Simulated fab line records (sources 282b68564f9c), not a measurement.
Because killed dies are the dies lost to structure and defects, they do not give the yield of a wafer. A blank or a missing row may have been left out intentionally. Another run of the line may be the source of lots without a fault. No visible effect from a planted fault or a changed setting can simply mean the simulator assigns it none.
Struck lot and sound lot, side by side || flow rit-cmos || 43 steps out of a route of 202
Sound: wafers L504.4, L504.5, L504.6. Struck: wafers L494.1, L494.3, L494.5. The cause is given at the end.
Each step with rows lists, per side, the tool, then ch with its chambers, then its first start. Under that, the readings that differ: sound wafers || struck wafers || difference of the means || sigmas: that difference in standard deviations of wafers without a fault.
alike: words and numbers the same on both sides, and readings whose means are apart by under 2 such deviations; not compared: readings that were withheld, readings missing a value for some wafer, numbers with overlapping values and no deviation given by the record, and bounds like >300 which may hide the same value.
The two part at a step that has a row with sigmas, a row that says differs or no value, or rows on one side only. Numbers that have no deviation but don't overlap get no sigmas and don't part them. A reading that every wafer of one side lacks parts them only if that side has two wafers or more.

first, 2 steps without rows for these wafers: RIT_FOX2_CLEAN_02 (cleans in dHF, time 180 s); RIT_FOX2_WET_ETCH_03 (etches Si3N4 in H3PO4, target depth 195 nm, time 2700 s).
RIT_FOX2_THK_MEAS_90:
  sound on film-metro-04 at day 4 13:16; struck on film-metro-04 at day 2 07:29
  alike: FIELD_OXIDE_LEFT_1_THK
then, 6 steps without rows for these wafers: RIT_NWELL_HMDS_00 (prime time 60 s); RIT_NWELL_COAT_01 (resist thk 1300 nm); RIT_NWELL_SOFTBAKE_02 (time 60 s); RIT_NWELL_EXPOSE_03 (exposes mask M2, target cd 43900 nm); RIT_NWELL_PEB_04; RIT_NWELL_DEVELOP_05 (develop time 68 s).
RIT_NWELL_OVL_MEAS_06:
  sound on overlay-01 at day 4 14:22; struck on overlay-02 at day 2 08:26
  alike: NWELL_OVL
then, 2 steps without rows for these wafers: RIT_NWELL_HARDBAKE_07 (time 120 s); RIT_NWELL_IMPLANT_08.
RIT_NWELL_STRIP_09: strips in O2, time 180 s.
  sound on plasma-asher-03 ch 0,1, day 4 14:50; struck on plasma-asher-04 ch 1, day 2 08:52
  no value came back on the struck wafers for chamber-pressure-mTorr (mTorr), drypump-motor-current-A (A), o2-flow-sccm (sccm); on the sound wafers chamber-pressure-mTorr (mTorr) reads 3998 3996 4005
{"reading": "model.NOVOLAK_of_NWELL_COAT_01.thk-nm (nm)", "sound": "0 0 0", "struck": "1135 1139 1137", "difference": "+1137", "sigmas": ""}
  not compared: rf-hours-counter-h
RIT_NWELL_TW_MEAS_10:
  sound on film-metro-04 at day 4 14:59; struck on film-metro-01 at day 2 09:02
{"reading": "NWELL_TW", "sound": "2181 2172 2184", "struck": "2145 2135 2143", "difference": -38, "sigmas": -2}
then, 6 steps without rows for these wafers: RIT_PWELL_HMDS_00 (prime time 60 s); RIT_PWELL_COAT_01 (resist thk 1300 nm); RIT_PWELL_SOFTBAKE_02 (time 60 s); RIT_PWELL_EXPOSE_03 (exposes mask M3, target cd 43700 nm); RIT_PWELL_PEB_04; RIT_PWELL_DEVELOP_05 (develop time 68 s).
RIT_PWELL_OVL_MEAS_06:
  sound on overlay-02 at day 4 15:55; struck on overlay-02 at day 2 10:06
{"reading": "PWELL_OVL (nm)", "sound": "-1.5 -0.2 0.3", "struck": "3.3 0.9 2.5", "difference": "+2.7", "sigmas": "+2"}
then, 2 steps without rows for these wafers: RIT_PWELL_HARDBAKE_07 (time 120 s); RIT_PWELL_IMPLANT_08.
RIT_PWELL_STRIP_09: strips in O2, time 180 s.
  sound on plasma-asher-01 ch 0,1, day 4 16:24; struck on plasma-asher-02 ch 0,1, day 2 10:32
  alike: chamber-pressure-mTorr, drypump-motor-current-A, o2-flow-sccm
  not compared: rf-hours-counter-h
RIT_PWELL_TW_MEAS_10:
  sound on film-metro-03 at day 4 16:32; struck on film-metro-03 at day 2 10:43
{"reading": "PWELL_TW", "sound": "963 967 965", "struck": "30 30 30", "difference": -935, "sigmas": "-99 or more"}
then, 1 step without rows for these wafers: RIT_WELLDRIVE_ANNEAL_00 (time 14700 s).
RIT_WELLDRIVE_RS_MEAS_01: a four-point-probe measurement.
  sound on film-metro-04 at day 4 22:35; struck on film-metro-04 at day 2 16:25
  alike: NWELL_RS
RIT_WELLDRIVE_RS_MEAS_02: a four-point-probe measurement.
  sound on film-metro-04 at day 4 22:43; struck on film-metro-04 at day 2 16:32
  alike: PWELL_RS
then, 6 steps without rows for these wafers: RIT_NRETRO_HMDS_00 (prime time 60 s); RIT_NRETRO_COAT_01 (resist thk 1300 nm); RIT_NRETRO_SOFTBAKE_02 (time 60 s); RIT_NRETRO_EXPOSE_03 (exposes mask M4, target cd 43900 nm); RIT_NRETRO_PEB_04; RIT_NRETRO_DEVELOP_05 (develop time 68 s).
RIT_NRETRO_OVL_MEAS_06:
  sound on overlay-02 at day 4 23:47; struck on overlay-02 at day 2 17:38
  alike: NRETRO_OVL
then, 2 steps without rows for these wafers: RIT_NRETRO_HARDBAKE_07 (time 120 s); RIT_NRETRO_IMPLANT_08.
RIT_NRETRO_STRIP_09: strips in O2, time 180 s.
  sound on plasma-asher-01 ch 0,1, day 5 00:16; struck on plasma-asher-04 ch 0,1, day 2 18:04
  alike: chamber-pressure-mTorr, drypump-motor-current-A, o2-flow-sccm
  not compared: rf-hours-counter-h
RIT_NRETRO_TW_MEAS_10:
  sound on film-metro-02 at day 5 00:25; struck on film-metro-02 at day 2 18:15
{"reading": "NRETRO_TW", "sound": "1047 1053 1046", "struck": "30 30 30", "difference": -1019, "sigmas": "-99 or more"}
then, 3 steps without rows for these wafers: RIT_PRETRO_HMDS_00 (prime time 60 s); RIT_PRETRO_COAT_01 (resist thk 1300 nm); RIT_PRETRO_SOFTBAKE_02 (time 60 s).
RIT_PRETRO_TW_MEAS_10:
  sound on film-metro-04 at day 5 02:05; struck on film-metro-04 at day 2 19:48
{"reading": "PRETRO_TW", "sound": "483 482 481", "struck": "31 31 30", "difference": -451, "sigmas": "-99 or more"}

WHERE THEY PART
Last at RIT_PRETRO_TW_MEAS_10 as far as this record goes, first at RIT_NWELL_STRIP_09.

WHY: what had been put in by the simulator
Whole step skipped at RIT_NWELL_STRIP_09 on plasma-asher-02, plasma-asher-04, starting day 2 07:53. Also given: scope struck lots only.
